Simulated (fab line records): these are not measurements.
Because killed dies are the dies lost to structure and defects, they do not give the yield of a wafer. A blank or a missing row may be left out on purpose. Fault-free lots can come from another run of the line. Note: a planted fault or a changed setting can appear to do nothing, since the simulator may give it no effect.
A struck lot beside a sound one + flow rit_cmos + 43 out of 202 route steps
Sound: wafers L924.1, L924.4, L924.6. The struck wafers were L925.1, L925.2, L925.3. At the end, the cause is stated.
For every step that has rows: the tool of each side, followed by ch and its chambers, followed by its first start. Under that, the readings that differ: sound wafers + struck wafers + difference of the means + sigmas: that difference in standard deviations of wafers without a fault.
alike: readings with means less than 2 such deviations apart, plus words and numbers identical on both sides. not compared: withheld readings, readings lacking a value on some wafer, bounds such as >300 that could conceal the same value, and numbers that have no deviation in the record and whose values overlap.
The two part at a step that has a row with sigmas, a row that says differs or no value, or rows on one side only. Non-overlapping numbers with no deviation appear without sigmas and do not part them. Lack of a reading on every wafer of one side parts them only where that side has two or more wafers.

first, 1 step without rows for these wafers: RIT_SDANNEAL_CLEAN_02 (cleans in SC2, time 600 s).
RIT_SDANNEAL_RTA_03: time 5 s.
  sound on rtp_anneal-01 ch 0, day 5 19:14; struck on rtp_anneal-02 ch 0, day 5 23:25
  alike: wafer_temp_C_max
RIT_SDANNEAL_RS_MEAS_04: the measuring method here is four-point-probe.
  struck on film_metro-04, day 5 23:28; sound on film_metro-04, day 5 19:17
  alike: PSD_RS
RIT_SDANNEAL_RS_MEAS_05: the measuring method here is four-point-probe.
  struck on film_metro-04, day 5 23:35; sound on film_metro-04, day 5 19:25
  alike: NSD_RS
RIT_SDANNEAL_RS_MEAS_06: the measuring method here is four-point-probe.
  struck on film_metro-04, day 5 23:43; sound on film_metro-04, day 5 19:32
  alike: PLDD_RS
RIT_SDANNEAL_RS_MEAS_07: the measuring method here is four-point-probe.
  struck on film_metro-04, day 5 23:50; sound on film_metro-04, day 5 19:39
  alike: NLDD_RS
then, 2 steps without rows for these wafers: RIT_SILICIDE_WET_ETCH_00 (etches SiO2 in BOE, target depth 14 nm, time 15 s); RIT_SILICIDE_SPUTTER_01 (material Ti, target thk 30 nm, time 240 s).
RIT_SILICIDE_RS_MEAS_02: the measuring method here is four-point-probe.
  struck on film_metro-01, day 6 00:07; sound on film_metro-01, day 5 19:56
  alike: SILICIDE_TI_RS
RIT_SILICIDE_THK_MEAS_03: measures by xrf.
  struck on film_metro-01, day 6 00:14; sound on film_metro-01, day 5 20:03
  alike: SILICIDE_TI_THK
RIT_SILICIDE_RTA_04: time 10 s, ramp up 5 s, ramp down 5 s.
  sound on rtp_anneal-02 ch 0, day 5 20:07; struck on rtp_anneal-01 ch 0, day 6 00:18
  alike: wafer_temp_C_max
then, 1 step without rows for these wafers: RIT_SILICIDE_WET_ETCH_05 (etches Ti in SPM, time 120 s).
RIT_SILICIDE_RTA_06: time 10 s, ramp up 5 s, ramp down 10 s.
  sound on rtp_anneal-01 ch 0, day 5 20:13; struck on rtp_anneal-02 ch 0, day 6 00:25
  alike: wafer_temp_C_max
RIT_CONTACT_CVD_00: deposits SiO2 from TEOS, target thk 400 nm, time 61 s.
  sound on pecvd-03 ch 0,1, day 5 20:17; struck on pecvd-04 ch 0,1,2, day 6 00:28
  alike: heater_power_w
RIT_CONTACT_THK_MEAS_01:
  struck on film_metro-04, day 6 00:32; sound on film_metro-03, day 5 20:20
  alike: CONTACT_TEOS_THK
then, 6 steps without rows for these wafers: RIT_CONTACT_HMDS_02 (prime time 60 s); RIT_CONTACT_COAT_03 (resist thk 1000 nm); RIT_CONTACT_SOFTBAKE_04 (time 60 s); RIT_CONTACT_EXPOSE_05 (exposes mask M11, target cd 1000 nm); RIT_CONTACT_PEB_06; RIT_CONTACT_DEVELOP_07 (develop time 120 s).
RIT_CONTACT_CD_MEAS_08 targets a cd of 1000 nm.
  struck on cd_sem-01, day 6 01:41; sound on cd_sem-01, day 5 21:29
  alike: cd_nm
RIT_CONTACT_OVL_MEAS_09:
  struck on overlay-01, day 6 01:48; sound on overlay-01, day 5 21:37
  alike: CONTACT_OVL
then, 1 step without rows for these wafers: RIT_CONTACT_HARDBAKE_10 (time 60 s).
RIT_CONTACT_ETCH_11: etches SiO2 in CHF3/CF4/Ar, stops on TiSi2, target depth 480 nm, time 320 s.
  sound on rie_diel-03 ch 0,1, day 5 21:48; struck on rie_diel-02 ch 1,2,3, day 6 01:59
  alike: drypump_motor_current_A, oes_product_au, throttle_valve_pct
  not compared: rf_hours_counter_h
RIT_CONTACT_STRIP_12: strips in O2, time 180 s.
  sound on plasma_asher-01 ch 0,1, day 5 21:59; struck on plasma_asher-03 ch 0,1, day 6 02:11
  alike: drypump_motor_current_A
  not compared: rf_hours_counter_h
RIT_CONTACT_CD_MEAS_90 targets a cd of 1000 nm.
  struck on cd_sem-02, day 6 02:21; sound on cd_sem-01, day 5 22:10
  alike: cd_nm
then, 3 steps without rows for these wafers: RIT_CONTACT_CLEAN_13 (cleans in SC1, time 600 s); RIT_CONTACT_CLEAN_14 (cleans in SC2, time 600 s); RIT_M1_SPUTTER_00 (material Al, target thk 400 nm, time 500 s).
RIT_M1_RS_MEAS_01: the measuring method here is four-point-probe.
  struck on film_metro-03, day 6 03:09; sound on film_metro-03, day 5 22:57
| reading           | sound                | struck               | difference | sigmas |
|-------------------|----------------------|----------------------|------------|--------|
| M1_AL_RS (ohm/sq) | 0.0722 0.0725 0.0725 | 0.0741 0.0745 0.0740 | +0.0018    | +3     |
RIT_M1_THK_MEAS_02: measures by xrf.
  struck on film_metro-03, day 6 03:16; sound on film_metro-03, day 5 23:04
| reading        | sound       | struck      | difference | sigmas |
|----------------|-------------|-------------|------------|--------|
| M1_AL_THK (nm) | 405 404 404 | 394 392 395 | -11        | -2     |
then, 6 steps without rows for these wafers: RIT_M1_HMDS_03 (prime time 60 s); RIT_M1_COAT_04 (resist thk 1300 nm); RIT_M1_SOFTBAKE_05 (time 60 s); RIT_M1_EXPOSE_06 (exposes mask M12, target cd 2600 nm); RIT_M1_PEB_07; RIT_M1_DEVELOP_08 (develop time 68 s).
RIT_M1_CD_MEAS_09 targets a cd of 2600 nm.
  struck on cd_sem-01, day 6 04:20; sound on cd_sem-01, day 6 00:08
  alike: cd_nm
RIT_M1_OVL_MEAS_10:
  struck on overlay-02, day 6 04:27; sound on overlay-01, day 6 00:15
| reading     | sound       | struck         | difference | sigmas |
|-------------|-------------|----------------|------------|--------|
| M1_OVL (nm) | 2.0 0.9 1.3 | -1.5 -2.1 -1.8 | -3.2       | -2     |
then, 2 steps without rows for these wafers: RIT_M1_HARDBAKE_11 (time 120 s); RIT_M1_METAL_ETCH_12 (etches Al in Cl2/BCl3, stops on SiO2, time 165 s, target depth 600 nm).
RIT_M1_PROBE_99:
  struck on prober-02, day 6 07:01; sound on prober-01, day 6 02:48
| reading                         | sound            | struck            | difference | sigmas |
|---------------------------------|------------------|-------------------|------------|--------|
| model.etest.npoly_sal.rs_ohm_sq | 4.3 4.312 4.336  | 4.233 4.287 4.245 | -0.061     |        |
| model.etest.ppoly_sal.rs_ohm_sq | 4.238 4.261 4.31 | 4.176 4.214 4.198 | -0.074     |        |
  alike: killed_at_contacts, killed_at_front_end, killed_dies, killed_open, killed_short
  not compared: model.etest.nplus_sal.rs_ohm_sq, model.etest.pplus_sal.rs_ohm_sq

## WHERE THEY PART
At RIT_M1_RS_MEAS_01 first; at RIT_M1_OVL_MEAS_10 last (within this record only). Later steps at which nothing parts them and some readings are alike: RIT_M1_PROBE_99.

WHY: the cause the simulator had injected
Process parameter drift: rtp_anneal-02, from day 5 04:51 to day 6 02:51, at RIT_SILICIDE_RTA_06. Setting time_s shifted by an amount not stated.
